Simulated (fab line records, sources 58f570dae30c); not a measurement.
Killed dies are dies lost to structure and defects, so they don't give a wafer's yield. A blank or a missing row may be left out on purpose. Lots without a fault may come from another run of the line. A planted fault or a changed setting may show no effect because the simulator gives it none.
Tool commonality check | flow berkeley_cmos170 | 15 lots, 45 wafers sampled

WHY IT WAS OPENED
At UCB170_NSD_TW_MEAS_10 the reading NSD_TW is flagged on 3 of 15 lots. Wafers without a fault read 4202, standard deviation 28.
Rule: a lot is flagged when every wafer of it that has a number lies more than 4 standard deviations from that mean, or none has a number. The other lots count as sound.

lot  | measured     | on            | NSD_TW, wafer by wafer | flag
L123 | day 8 05:23  | film_metro-02 | 4232 4229 4235         |
L122 | day 8 05:23  | film_metro-03 | 4157 4181 4175         |
L124 | day 8 18:29  | film_metro-04 | 4161 4181 4190         |
L125 | day 8 19:13  | film_metro-04 | 4189 4189 4166         |
L127 | day 9 09:55  | film_metro-03 | 4196 4175 4170         |
L126 | day 9 10:29  | film_metro-04 | 4193 4197 4199         |
L131 | day 9 21:05  | film_metro-03 | 269 275 273            | FLAGGED
L132 | day 9 21:29  | film_metro-02 | 298 286 280            | FLAGGED
L133 | day 10 18:59 | film_metro-02 | 273 275 265            | FLAGGED
L134 | day 10 19:13 | film_metro-04 | 4205 4200 4217         |
L137 | day 11 13:58 | film_metro-04 | 4219 4214 4214         |
L136 | day 11 14:15 | film_metro-04 | 4235 4218 4219         |
L140 | day 11 21:03 | film_metro-04 | 4221 4205 4221         |
L139 | day 11 21:28 | film_metro-04 | 4208 4210 4202         |
L143 | day 12 04:56 | film_metro-02 | 4230 4206 4222         |
The numbers of the flagged lots are 277 on average: -3925 against the usual, or -99 or more standard deviations.

WHICH TOOL RAN EACH LOT
The record holds 1 process step before the reading, out of a route of 331 steps. In each cell: the tool, then ch and the chambers that the sampled wafers went through, then the start.
lot  | flag    | UCB170_NSD_DEVELOP_05
L123 |         | litho_track-03 ch 0, day 8 04:00
L122 |         | litho_track-04 ch 0, day 8 04:00
L124 |         | litho_track-02 ch 0, day 8 17:00
L125 |         | litho_track-04 ch 0, day 8 18:00
L127 |         | litho_track-04 ch 0, day 9 09:00
L126 |         | litho_track-04 ch 0, day 9 09:00
L131 | FLAGGED | litho_track-02 ch 0, day 9 20:00
L132 | FLAGGED | litho_track-02 ch 0, day 9 20:00
L133 | FLAGGED | litho_track-02 ch 0, day 10 18:00
L134 |         | litho_track-04 ch 0, day 10 18:00
L137 |         | litho_track-04 ch 0, day 11 13:00
L136 |         | litho_track-03 ch 0, day 11 13:00
L140 |         | litho_track-04 ch 0, day 11 20:00
L139 |         | litho_track-04 ch 0, day 11 20:00
L143 |         | litho_track-03 ch 0, day 12 04:00
What these steps do:
- UCB170_NSD_DEVELOP_05: develop time 45 s.
- UCB170_NSD_TW_MEAS_10

FLAGGED OVER TOTAL, TOOL BY TOOL (the gauges that took the reading come last)
step                  | tool           | lots run | flagged | share of the flagged lots | sound lots run after its first flagged lot
UCB170_NSD_DEVELOP_05 | litho_track-02 | 4        | 3       | all                       | 0
UCB170_NSD_DEVELOP_05 | litho_track-03 | 3        | 0       | none                      | -
UCB170_NSD_DEVELOP_05 | litho_track-04 | 8        | 0       | none                      | -
UCB170_NSD_TW_MEAS_10 | film_metro-02  | 4        | 2       | some                      | 1 (L143)
UCB170_NSD_TW_MEAS_10 | film_metro-03  | 3        | 1       | some                      | 0
UCB170_NSD_TW_MEAS_10 | film_metro-04  | 8        | 0       | none                      | -

WHAT THE TABLE ALLOWS
1 row of the table ran every flagged lot: litho_track-02 at UCB170_NSD_DEVELOP_05.
- litho_track-02 at UCB170_NSD_DEVELOP_05: 3 of its 4 lots flagged. Its last sound lot is L124 (day 8 17:00), its first flagged lot L131 (day 9 20:00): a fault that began between those two fits.
One tool is left: litho_track-02 at UCB170_NSD_DEVELOP_05.

WHAT THE SIMULATOR HAD PUT IN
Process parameter drift: litho_track-02, from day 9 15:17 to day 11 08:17, at UCB170_NSD_DEVELOP_05. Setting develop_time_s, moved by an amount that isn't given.
Lots struck among those shown: L131, L132, L133. The rule above found the same.
